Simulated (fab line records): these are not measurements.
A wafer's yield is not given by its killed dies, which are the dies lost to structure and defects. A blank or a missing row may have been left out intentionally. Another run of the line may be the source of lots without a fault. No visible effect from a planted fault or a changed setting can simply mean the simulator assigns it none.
Comparing a struck lot with a sound one :: flow berkeley_cmos170 :: 14 steps out of a route of 331
Sound: these wafers, L945.2, L945.3, L945.5. Wafers L936.2, L936.3, L936.5 were the ones struck. The cause comes at the end.
For every step that has rows: the tool of each side, followed by ch and its chambers, followed by its first start. Under that, the readings that differ: sound wafers :: struck wafers :: difference of the means :: sigmas: that difference in standard deviations of wafers without a fault.
alike: readings with means less than 2 such deviations apart, plus words and numbers identical on both sides. not compared: withheld readings, readings lacking a value on some wafer, bounds such as >300 that could conceal the same value, and numbers that have no deviation in the record and whose values overlap.
Wherever a step has rows on one side only, a row that says differs or no value, or a row with sigmas, the two part there. Numbers that have no deviation but don't overlap get no sigmas and don't part them. A reading that every wafer of one side lacks parts them only if that side has two wafers or more.

first, 1 step without rows for these wafers: UCB170_ZERO_DEVELOP_05 (develop time 45 s).
UCB170_ZERO_ETCH_06: etches SiO2 in CHF3/CF4/Ar, time 12 s.
  sound on rie_diel-01 ch 1,2,3, day 5 09:18; struck on rie_diel-03 ch 0,2,3, day 3 05:20
  alike: CHF3_flow_sccm, drypump_motor_current_A, oes_product_au, throttle_valve_pct
  not compared: rf_hours_counter_h
UCB170_ZERO_STRIP_07: strips in O2.
  sound on plasma_asher-03 ch 0,1, day 5 09:19; struck on plasma_asher-03 ch 0,1, day 3 05:22
  alike: drypump_motor_current_A, oes_product_au, strip_time_to_endpoint_s
  not compared: rf_hours_counter_h
then, 2 steps without rows for these wafers: UCB170_NWELL_WET_ETCH_00 (etches SiO2 in dHF, time 200 s); UCB170_NWELL_OXIDATION_01 (target thk 26.4 nm, ox time 1260 s).
UCB170_NWELL_THK_MEAS_02:
  sound on film_metro-02 at day 5 15:55; struck on film_metro-02 at day 3 09:53
reading: NWELL_OXIDE_THK (nm)
sound: 24.9 25.2 25.3
struck: 27.3 26.4 26.7
difference: +1.7
sigmas: +3
then, 2 steps without rows for these wafers: UCB170_NWELL_ANNEAL_03 (time 900 s); UCB170_NWELL_CVD_04 (deposits Si3N4 from SiH2Cl2/NH3, target thk 224 nm, time 3360 s).
UCB170_NWELL_THK_MEAS_05:
  sound on film_metro-04 at day 6 00:57; struck on film_metro-04 at day 3 16:59
  alike: NWELL_NITRIDE_THK
then, 3 steps without rows for these wafers: UCB170_NWELL_HMDS_06 (prime time 60 s); UCB170_NWELL_COAT_07 (resist thk 909.2 nm); UCB170_NWELL_SOFTBAKE_08 (time 60 s).
UCB170_NWELL_EXPOSE_09: exposes mask NWELL, target cd 3000 nm.
  sound on krf_scanner-02 ch 0, day 6 01:28; struck on krf_scanner-01, day 3 18:04
  no value came back on the struck wafers for exposure_dose_mJ_cm2, focus_offset_nm (nm); on the sound wafers exposure_dose_mJ_cm2 reads 25.018 24.991 25.014
  alike: mask
next, for these wafers, 1 step has no rows: UCB170_NWELL_PEB_10.

## WHERE THEY PART
First at UCB170_NWELL_THK_MEAS_02; last, within this record, at UCB170_NWELL_EXPOSE_09.

WHY: what had been put in by the simulator
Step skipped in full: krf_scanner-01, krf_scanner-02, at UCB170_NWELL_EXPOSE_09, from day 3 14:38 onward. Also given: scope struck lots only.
